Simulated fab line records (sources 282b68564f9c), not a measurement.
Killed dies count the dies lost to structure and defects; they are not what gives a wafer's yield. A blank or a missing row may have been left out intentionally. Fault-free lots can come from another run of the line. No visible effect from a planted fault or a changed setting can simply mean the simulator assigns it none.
A lot that was struck, set against a sound lot + flow ritCmos + 43 steps out of a route of 202
Sound: these wafers, L117.2, L117.3, L117.6. Wafers struck: L130.1, L130.2, L130.6. The cause is given at the end.
Each step with rows lists, per side, the tool, then ch with its chambers, then its first start. Under that, the readings that differ: sound wafers + struck wafers + difference of the means + sigmas: that difference in standard deviations of wafers without a fault.
alike: readings whose means differ by less than 2 such deviations, and words and numbers that are the same on both sides. not compared: withheld readings, readings that some wafer has no value for, bounds like >300 that may hide the same value, and numbers for which the record gives no deviation and whose values overlap.
Wherever a step has rows on one side only, a row that says differs or no value, or a row with sigmas, the two part there. Numbers that don't overlap but have no deviation are shown without sigmas and don't part them. A reading that every wafer of one side lacks parts them only if that side has two wafers or more.

first, 1 step without rows for these wafers: RIT_NLDD_IMPLANT_08.
RIT_NLDD_STRIP_09: strips in O2, time 180 s.
  sound on plasmaAsher-03 ch 0,1, day 3 19:39; struck on plasmaAsher-02 ch 0,1, day 7 00:14
  alike: drypumpMotorCurrentA
  not compared: rfHoursCounterH
RIT_NLDD_TW_MEAS_10:
  sound: filmMetro-02 at day 3 19:50; struck: filmMetro-04 at day 7 00:25
  alike: NLDD_TW
then, 6 steps without rows for these wafers: RIT_PLDD_HMDS_00 (prime time 60 s); RIT_PLDD_COAT_01 (resist thk 1000 nm); RIT_PLDD_SOFTBAKE_02 (time 60 s); RIT_PLDD_EXPOSE_03 (exposes mask M8, target cd 40900 nm); RIT_PLDD_PEB_04; RIT_PLDD_DEVELOP_05 (develop time 50 s).
RIT_PLDD_OVL_MEAS_06:
  sound: overlay-02 at day 3 20:44; struck: overlay-01 at day 7 01:26
  alike: PLDD_OVL
then, 2 steps without rows for these wafers: RIT_PLDD_HARDBAKE_07 (time 60 s); RIT_PLDD_IMPLANT_08.
RIT_PLDD_STRIP_09: strips in O2, time 180 s.
  sound on plasmaAsher-02 ch 1, day 3 21:04; struck on plasmaAsher-01 ch 0,1, day 7 01:47
  alike: drypumpMotorCurrentA
  not compared: rfHoursCounterH
RIT_PLDD_TW_MEAS_10:
  sound: filmMetro-04 at day 3 21:16; struck: filmMetro-02 at day 7 01:57
  alike: PLDD_TW
then, 4 steps without rows for these wafers: RIT_SPACER_CLEAN_00 (cleans in SC1, time 600 s); RIT_SPACER_CLEAN_01 (cleans in dHF, time 30 s); RIT_SPACER_CLEAN_02 (cleans in SC2, time 600 s); RIT_SPACER_CVD_03 (deposits Si3N4 from SiH2Cl2/NH3, target thk 250 nm, time 3300 s).
RIT_SPACER_THK_MEAS_04:
  sound: filmMetro-02 at day 3 23:36; struck: filmMetro-02 at day 7 04:18
  alike: SPACER_NITRIDE_THK
RIT_SPACER_ETCHBACK_05: etches Si3N4 in SF6/CHF3, stops on SiO2, target depth 250 nm, time 240 s.
  sound on rieDiel-02 ch 0,1, day 3 23:39; struck on rieDiel-02 ch 1,3, day 7 04:22
  alike: drypumpMotorCurrentA, oesProductAu, throttleValvePct
  not compared: rfHoursCounterH
then, 6 steps without rows for these wafers: RIT_NSD_HMDS_00 (prime time 60 s); RIT_NSD_COAT_01 (resist thk 1000 nm); RIT_NSD_SOFTBAKE_02 (time 60 s); RIT_NSD_EXPOSE_03 (exposes mask M9, target cd 40700 nm); RIT_NSD_PEB_04; RIT_NSD_DEVELOP_05 (develop time 50 s).
RIT_NSD_OVL_MEAS_06:
  sound: overlay-02 at day 4 00:40; struck: overlay-02 at day 7 05:29
  alike: NSD_OVL
then, 2 steps without rows for these wafers: RIT_NSD_HARDBAKE_07 (time 60 s); RIT_NSD_IMPLANT_08.
RIT_NSD_STRIP_09: strips in O2, time 180 s.
  sound on plasmaAsher-02 ch 0,1, day 4 01:01; struck on plasmaAsher-01 ch 0,1, day 7 05:49
  alike: drypumpMotorCurrentA
  not compared: rfHoursCounterH
RIT_NSD_TW_MEAS_10:
  sound: filmMetro-02 at day 4 01:12; struck: filmMetro-04 at day 7 05:59
  alike: NSD_TW
then, 6 steps without rows for these wafers: RIT_PSD_HMDS_00 (prime time 60 s); RIT_PSD_COAT_01 (resist thk 1000 nm); RIT_PSD_SOFTBAKE_02 (time 60 s); RIT_PSD_EXPOSE_03 (exposes mask M10, target cd 40900 nm); RIT_PSD_PEB_04; RIT_PSD_DEVELOP_05 (develop time 50 s).
RIT_PSD_OVL_MEAS_06:
  sound: overlay-01 at day 4 02:14; struck: overlay-02 at day 7 07:02
  alike: PSD_OVL
then, 2 steps without rows for these wafers: RIT_PSD_HARDBAKE_07 (time 60 s); RIT_PSD_IMPLANT_08.
RIT_PSD_STRIP_09: strips in O2, time 180 s.
  sound on plasmaAsher-04 ch 1, day 4 02:34; struck on plasmaAsher-01 ch 0,1, day 7 07:22
  alike: drypumpMotorCurrentA
  not compared: rfHoursCounterH
RIT_PSD_TW_MEAS_10:
  sound: filmMetro-04 at day 4 02:44; struck: filmMetro-04 at day 7 07:32
  alike: PSD_TW
RIT_M1_PROBE_99:
  sound: prober-02 at day 4 10:42; struck: prober-01 at day 7 15:47
| reading          | sound | struck   | difference | sigmas |
|------------------|-------|----------|------------|--------|
| killedAtFrontEnd | 6 6 5 | 35 45 47 | +37        | +14    |
| killedDies       | 6 6 5 | 36 45 47 | +37        | +14    |
| killedOnRim      | 0 1 1 | 10 6 9   | +8         | +5     |
  alike: killedAtContacts, killedOpen, killedShort

## WHERE THEY PART
RIT_M1_PROBE_99 only, going by this record.

WHY: what had been put in by the simulator
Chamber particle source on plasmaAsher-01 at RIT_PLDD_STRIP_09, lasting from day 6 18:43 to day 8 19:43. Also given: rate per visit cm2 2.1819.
